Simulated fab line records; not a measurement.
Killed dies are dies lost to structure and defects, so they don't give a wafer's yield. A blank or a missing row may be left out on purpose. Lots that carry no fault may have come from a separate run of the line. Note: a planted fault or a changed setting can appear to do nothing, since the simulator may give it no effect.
The same fault as seen by 2 desks -- flow berkeley-cmos170 -- each desk has only its own numbers; what lay behind them comes last

== DESK OF THE TOOL OWNER: pecvd-04 ==
The tool's own readings at UCB170_V2_CVD_00 (deposits SiO2 from TEOS/O2, target thk 2000 nm, time 250 s): means of the sampled wafers that have a number, for each lot that ran on this tool. Marked OUT: a lot whose mean sits more than 4 standard deviations from the usual mean, which makes it out of limits; the brackets give that distance.
Columns: A = heater-power-w at UCB170_V2_CVD_00, usual 253 W
lot,first seen here,A
L748,day 8 02:43,239
L750,day 8 07:47,274
L752,day 8 11:56,205
L754,day 9 06:26,294
L763,day 11 07:46,251
Result from this desk: across the 5 lots, nothing is out of limits.

== METROLOGY DESK ==
Lot by lot, what the gauges showed, no matter which tool ran the lot: averages of those sampled wafers that carry a number. Marked OUT: a lot whose mean sits more than 4 standard deviations from the usual mean, which makes it out of limits; the brackets give that distance.
Columns: A = V1_BOW at UCB170_V1_BOW_MEAS_03, usual 17 um; B = V2_TEOS_THK at UCB170_V2_THK_MEAS_01, usual 1990 nm
lot,first seen here,A,B
L746,day 7 05:34,17,1983
L748,day 7 21:02,21,2003
L749,day 7 21:02,16,1965
L750,day 8 01:50,13,2007
L751,day 8 06:02,22,1945
L752,day 8 06:04,21,1992
L753,day 8 06:21,21,1987
L747,day 8 14:52,15,2000
L754,day 8 22:38,18,1999
L762,day 10 08:31,22,1950
L763,day 11 02:40,21,2441 (+17) OUT
L768,day 11 08:38,12,1974
L769,day 11 13:01,22,1971
This desk reports L763 out of limits; the earliest was L763 at day 11 07:58 (V2_TEOS_THK at UCB170_V2_THK_MEAS_01). In limits: L746, L748, L749, L750, L751, L752, L753, L747, L754, L762, L768, L769.

== TAKEN TOGETHER ==
L763 would have let the metrology desk raise an alarm at day 11 07:58.
The desk of the tool owner found nothing out of limits.
On record at the tool owner's desk: L763, within its limits.
Of the lots named, all ran UCB170_V2_CVD_00 on pecvd-04.

== WHAT THE SIMULATOR HAD PUT IN ==
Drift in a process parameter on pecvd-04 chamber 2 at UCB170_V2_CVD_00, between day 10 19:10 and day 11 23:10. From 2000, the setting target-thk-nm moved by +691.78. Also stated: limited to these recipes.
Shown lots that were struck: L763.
Time in hours between the start of the fault and the first out-of-limits reading at each desk: metrology desk, 13.
